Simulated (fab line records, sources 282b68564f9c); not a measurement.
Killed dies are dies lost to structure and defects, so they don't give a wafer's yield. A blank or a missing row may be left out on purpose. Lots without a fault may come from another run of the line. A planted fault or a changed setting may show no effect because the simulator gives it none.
fab line records | flow rit_cmos
record lots=6 wafers=18 last_day=7
route steps=202 shown CONTACT@168 M1@202
lots that met no fault: from a run of the same line without faults
start_h: hours from the record's first day to the start of the lot's first wafer shown | wait_h: hours since the lot's step before | " the same as in the row above | L1.1+2: a row that stands for several wafers | - no value, or no start given | * or withheld: withheld | < > ~ a bound
route shown NAME@n: a module of which the file shows steps, and the number in the route of the first | usual: mean/standard deviation of fault-free wafers | same: alike in all rows | chamber/n: place in a boat | sites: the reading at each site | _std_site: their standard deviation | _edge_site: outer sites' mean less inner sites' | radius_mm: how far each site lies from the wafer's centre | mask NAME#n: copy n | behind: the tool/chamber that last shaped the wafer | hold: why the lot was held/for how many hours/how that ended | device: the transistor (n, p or np) that didn't switch | end of line: the same wafers' tests at the end of the route | a step without rows: its recipe alone | killed: dies lost to structure and defects at the first sort, not the wafer's yield | map: a wafer's dies, x killed, . not, _ none there
set.NAME: the setting as run; set.NAME@STEP: as run at that earlier step | model.NAME: the simulator's own value behind a step, which no gauge read
lots at some steps of the route; a table a step, a row a wafer
services: from which hour (start_h, from the record's first day; less than 0 if before it) a tool's chamber was out of use, for how many hours, and why
## steps
# step RIT_CONTACT_CVD_00
# recipe material=SiO2 target_thk_nm=400 precursor=TEOS temp_c=390 time_s=61 rf_w=400
# usual heater_power_w=316/53 rf_fwd_power_W=396.7/1.5
# columns lot.wafer tool chamber start_h wait_h heater_power_w rf_fwd_power_W
L197.3 pecvd-04 1 60.69 0.0 293 397.9
L197.4 " 1 " " 305 399.3
L197.5 " 2 " " 326 398.4
L201.1 pecvd-02 0 81.08 0.1 319 397.2
L201.5 " 0 " " 335 397.7
L201.6 " 2 " " 307 395.9
L210.4 pecvd-01 2 121.93 0.0 304 397.9
L210.5 " 1 " " 341 395.3
L210.6 " 0 " " 388 399.2
L214.2 pecvd-04 0 144.41 0.0 187 398.7
L214.3 " 1 " " 345 399.7
L214.6 " 1 " " 255 397.6
L215.1 pecvd-02 2 146.51 0.1 360 395.0
L215.2 " 0 " " 318 394.3
L215.3 " 1 " " 383 394.0
L218.1 pecvd-02 2 165.92 0.1 303 394.4
L218.3 " 0 " " 309 397.4
L218.5 " 1 " " 373 394.8
# step RIT_CONTACT_THK_MEAS_01
# recipe reads=SiO2_of_CONTACT_CVD_00
# usual CONTACT_TEOS_THK=400/5.5
# columns lot.wafer tool chamber start_h wait_h CONTACT_TEOS_THK[nm]
L197.3 film_metro-04 - 60.76 0.0 400
L197.4 " - " " 408
L197.5 " - " " 405
L201.1 film_metro-04 - 81.13 0.0 390
L201.5 " - " " 399
L201.6 " - " " 396
L210.4 film_metro-01 - 121.99 0.0 397
L210.5 " - " " 408
L210.6 " - " " 406
L214.2 film_metro-01 - 144.47 0.0 399
L214.3 " - " " 399
L214.6 " - " " 404
L215.1 film_metro-03 - 146.56 0.0 396
L215.2 " - " " 395
L215.3 " - " " 392
L218.1 film_metro-04 - 165.97 0.0 404
L218.3 " - " " 401
L218.5 " - " " 400
# step RIT_CONTACT_HMDS_02
# recipe prime_time_s=60 prime_temp_c=140
# step RIT_CONTACT_COAT_03
# recipe resist=NOVOLAK spin_rpm=3250 resist_thk_nm=1009
# step RIT_CONTACT_SOFTBAKE_04
# recipe resist=NOVOLAK temp_c=90 time_s=60
# step RIT_CONTACT_EXPOSE_05
# recipe mask_id=M11 na=0.6 source_shape=conventional sigma_outer=0.5 target_cd_nm=1000 dose_mj=250
# step RIT_CONTACT_PEB_06
# recipe resist=NOVOLAK temp_c=withheld time_s=withheld
# step RIT_CONTACT_DEVELOP_07
# recipe resist=NOVOLAK develop_time_s=120 dev_temp_c=23
# step RIT_CONTACT_CD_MEAS_08
# recipe target_cd_nm=1000
# usual cd_nm=1000.7/2.1
# columns lot.wafer tool chamber start_h wait_h cd_nm
L197.3 cd_sem-01 - 61.81 - 1001.6
L197.4 " - " " 1002.6
L197.5 " - " " 1002.6
L201.1 cd_sem-01 - 82.28 - 1003.7
L201.5 " - " " 1002.8
L201.6 " - " " 1003.4
L210.4 cd_sem-02 - 123.04 - 999.6
L210.5 " - " " 1001.6
L210.6 " - " " 1002.2
L214.2 cd_sem-01 - 145.51 - 1003.2
L214.3 " - " " 1003.4
L214.6 " - " " 1003.4
L215.1 cd_sem-02 - 147.59 - 1000.4
L215.2 " - " " 997.6
L215.3 " - " " 999.2
L218.1 cd_sem-02 - 167.13 - 999.2
L218.3 " - " " 999.0
L218.5 " - " " 1000.1
# step RIT_CONTACT_OVL_MEAS_09
# usual CONTACT_OVL=0.5/1.1
# columns lot.wafer tool chamber start_h wait_h CONTACT_OVL[nm]
L197.3 overlay-01 - 61.90 0.1 -0.1
L197.4 " - " " -1.2
L197.5 " - " " -0.1
L201.1 overlay-01 - 82.40 0.1 -0.6
L201.5 " - " " -0.1
L201.6 " - " " -0.5
L210.4 overlay-01 - 123.12 0.1 0.1
L210.5 " - " " -1.6
L210.6 " - " " 0.5
L214.2 overlay-02 - 145.61 0.1 -0.9
L214.3 " - " " -0.3
L214.6 " - " " -0.4
L215.1 overlay-01 - 147.71 0.1 2.5
L215.2 " - " " 1.0
L215.3 " - " " 0.9
L218.1 overlay-02 - 167.25 0.1 2.3
L218.3 " - " " 0.9
L218.5 " - " " 1.8
# step RIT_CONTACT_HARDBAKE_10
# recipe resist=NOVOLAK temp_c=140 time_s=60
# step RIT_CONTACT_ETCH_11
# recipe target_depth_a=4800 over_etch_frac=0.2 stop_on=TiSi2 chemistry=CHF3/CF4/Ar target=SiO2 CHF3_flow_sccm=50 cf4_flow_sccm=10 Ar_flow_sccm=100 O2_flow_sccm=5 pressure_mtorr=100 rf_w=207.2 time_s=320
# usual CHF3_flow_sccm=49.99/0.15 drypump_motor_current_A=5.9/0.42 oes_product_au=0.994/0.019 rf_fwd_power_W=206.7/0.62 throttle_valve_pct=8.86/0.09
# columns lot.wafer tool chamber start_h wait_h CHF3_flow_sccm drypump_motor_current_A oes_product_au rf_fwd_power_W rf_hours_counter_h throttle_valve_pct
L197.3 rie_diel-04 1 62.07 0.1 49.93 6.4 1.001 207.3 151 8.65
L197.4 " 0 " " 50.23 5.6 1.004 207.0 50 8.81
L197.5 " 0 " " 49.93 5.6 0.997 207.1 - 8.79
L201.1 rie_diel-02 1 82.59 0.1 50.08 5.6 1.032 205.8 98 8.78
L201.5 " 2 " " 50.02 5.9 0.989 207.6 - 8.96
L201.6 " 1 " " 49.83 5.6 1.024 207.6 - 8.77
L210.4 rie_diel-02 1 123.34 0.1 50.10 5.6 1.021 206.0 99 8.77
L210.5 " 0 " " 50.16 5.5 1.002 207.0 - 8.92
L210.6 " 1 " " 50.05 5.6 1.027 206.2 - 8.77
L214.2 rie_diel-03 2 145.79 0.1 49.75 5.3 0.992 206.1 8 8.85
L214.3 " 1 " " 50.14 6.8 0.984 206.5 0 8.95
L214.6 " 1 " " 50.07 6.8 0.993 206.2 - 8.97
L215.1 rie_diel-04 0 147.89 0.1 49.99 5.6 0.989 207.5 52 8.78
L215.2 " 2 " " 49.70 6.2 0.993 207.4 5 8.79
L215.3 " 3 " " 50.23 5.7 0.994 206.9 36 8.90
L218.1 rie_diel-04 0 167.43 0.1 50.08 5.6 0.993 206.5 52 8.78
L218.3 " 3 " " 50.14 5.7 0.995 207.1 36 8.90
L218.5 " 3 " " 49.92 5.8 0.992 206.7 - 8.90
# step RIT_CONTACT_STRIP_12
# recipe chemistry=O2 time_s=180 resist=NOVOLAK platen_temp_c=withheld power_w=500 pressure_mtorr=4000 o2_flow_sccm=4000
# usual drypump_motor_current_A=5.8/0.59 run_length_s=208.20/0.27
# columns lot.wafer tool chamber start_h wait_h drypump_motor_current_A rf_hours_counter_h run_length_s
L197.3 plasma_asher-04 1 62.33 0.2 5.8 - 207.91
L197.4 " 0 " " 6.1 - 207.75
L197.5 " 1 " " 5.8 - 208.13
L201.1 plasma_asher-01 1 82.78 0.1 6.5 46 208.48
L201.5 " 0 " " 5.2 - 207.90
L201.6 " 1 " " 6.5 - 208.89
L210.4 plasma_asher-04 1 123.59 0.2 5.8 - 222.53
L210.5 " 1 " " 5.8 - 222.53
L210.6 " 0 " " 6.0 - 222.19
L214.2 plasma_asher-01 1 145.99 0.1 6.5 54 208.21
L214.3 " 1 " " 6.5 - 208.81
L214.6 " 0 " " 5.2 - 208.05
L215.1 plasma_asher-04 0 148.09 0.1 6.0 56 222.67
L215.2 " 1 " " 5.8 56 222.39
L215.3 " 0 " " 6.0 - 222.57
L218.1 plasma_asher-03 1 167.63 0.1 4.8 31 208.45
L218.3 " 0 " " 6.4 - 208.59
L218.5 " 0 " " 6.4 - 208.32
# step RIT_CONTACT_CD_MEAS_90
# recipe target_cd_nm=1000
# usual cd_nm=1001.0/2.2
# columns lot.wafer tool chamber start_h wait_h cd_nm
L197.3 cd_sem-02 - 62.48 0.1 1001.3
L197.4 " - " " 1002.0
L197.5 " - " " 1002.9
L201.1 cd_sem-01 - 82.96 0.1 1003.6
L201.5 " - " " 1002.5
L201.6 " - " " 1003.3
L210.4 cd_sem-01 - 123.77 0.1 1000.1
L210.5 " - " " 1001.8
L210.6 " - " " 1003.4
L214.2 cd_sem-01 - 146.18 0.1 1002.7
L214.3 " - " " 1003.6
L214.6 " - " " 1003.7
L215.1 cd_sem-01 - 148.26 0.1 1000.4
L215.2 " - " " 998.3
L215.3 " - " " 998.9
L218.1 cd_sem-02 - 167.80 0.1 999.5
L218.3 " - " " 999.1
L218.5 " - " " 1000.2
# step RIT_M1_PROBE_99
# usual killed_at_front_end=7/3.3 killed_dies=7/3.3 killed_open=3.3/1.9 killed_short=3.6/2.1
# same gross_dies=264 killed_at_M0_to_M3=0 killed_at_M4_up=0 killed_at_back_side=0 killed_at_contacts=0 killed_at_other=0
# columns lot.wafer tool chamber start_h wait_h killed_at_front_end killed_dies killed_open killed_short
L210.4 prober-01 - 128.55 0.2 7 7 5 2
L210.5 prober-01 - 128.60 0.2 9 9 3 6
L210.6 prober-01 - 128.65 0.2 8 8 4 4
L214.2 prober-01 - 150.71 0.1 7 7 4 3
L214.3 prober-01 - 150.76 0.2 1 1 0 1
L214.6 prober-01 - 150.91 0.2 9 9 3 6
# killed by level:class
L210.4 FOX1:geometric_particle:open=3 FOX2:geometric_particle:short=1 GATE:geometric_particle:open=1 REOX:geometric_particle:open=1 SPACER:geometric_particle:short=1
L210.5 FOX1:geometric_particle:short=2 GATE:geometric_particle:short=2 GATE:geometric_particle:open=2 FOX1:geometric_particle:open=1 REOX:geometric_particle:short=1 SPACER:geometric_particle:short=1
L210.6 FOX1:geometric_particle:open=2 FOX1:geometric_particle:short=1 FOX2:geometric_particle:short=1 GATE:geometric_particle:short=1 GATE:geometric_particle:open=1 SPACER:geometric_particle:open=1 SPACER:geometric_particle:short=1
L214.2 GATE:geometric_particle:open=3 GATE:geometric_particle:short=2 REOX:geometric_particle:short=1 SPACER:geometric_particle:open=1
L214.3 SPACER:geometric_particle:short=1
L214.6 REOX:geometric_particle:short=5 GATE:geometric_particle:open=2 FOX2:geometric_particle:short=1 REOX:geometric_particle:open=1
## services
# columns tool chamber start_h hours kind
plasma_asher-03 - 41.25 0.8 repair
rie_diel-04 2 54.72 5.8 repair
rie_diel-02 3 67.37 15.7 repair
rie_diel-03 1 68.17 6.2 repair
rie_diel-03 0 68.49 5.7 repair
pecvd-01 0 73.49 4.4 repair
rie_diel-03 - 85.58 0.6 repair
rie_diel-03 2 96.21 16.5 repair
plasma_asher-03 - 99.91 28.1 pm
pecvd-02 - 103.98 14.6 pm
rie_diel-03 1 112.70 - clean
rie_diel-03 3 121.65 1.3 repair
rie_diel-04 - 126.30 2.6 repair
plasma_asher-01 - 129.07 1.5 repair
plasma_asher-03 - 136.23 5.4 repair
rie_diel-03 3 139.45 32.5 repair
pecvd-01 - 142.63 0.5 repair
rie_diel-04 1 146.57 - clean
rie_diel-04 1 146.57 12.2 scheduled_down
rie_diel-04 1 146.57 12.2 vent_cycle
rie_diel-03 - 148.19 2.8 pm
rie_diel-04 - 149.86 0.8 repair
pecvd-01 2 154.23 5.1 repair
plasma_asher-04 - 166.80 0.8 repair
## key
first_sign step=RIT_CONTACT_STRIP_12 reading=run_length_s direction=up sigmas=54 usual=* struck=*
effect none on later readings
met_at RIT_CONTACT_STRIP_12
struck_wafers L210.4,L210.5,L210.6,L215.1,L215.2,L215.3
tester_left_out L210,L215
onset_between 62.33 123.59
fault kind=process_parameter_drift tool=plasma_asher-04 chamber=- onset_h=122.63 steps=RIT_CONTACT_STRIP_12 channel=time_s offset=* shape=step end_h=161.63 acts_in=* stated=*
# tester_left_out: of these lots the tester's yield and bins aren't shown, on N5 and GAA mostly nor the transistor test; their killed dies are dies lost to structure and defects alone, not to doping, threshold or leakage, so they don't give the yield
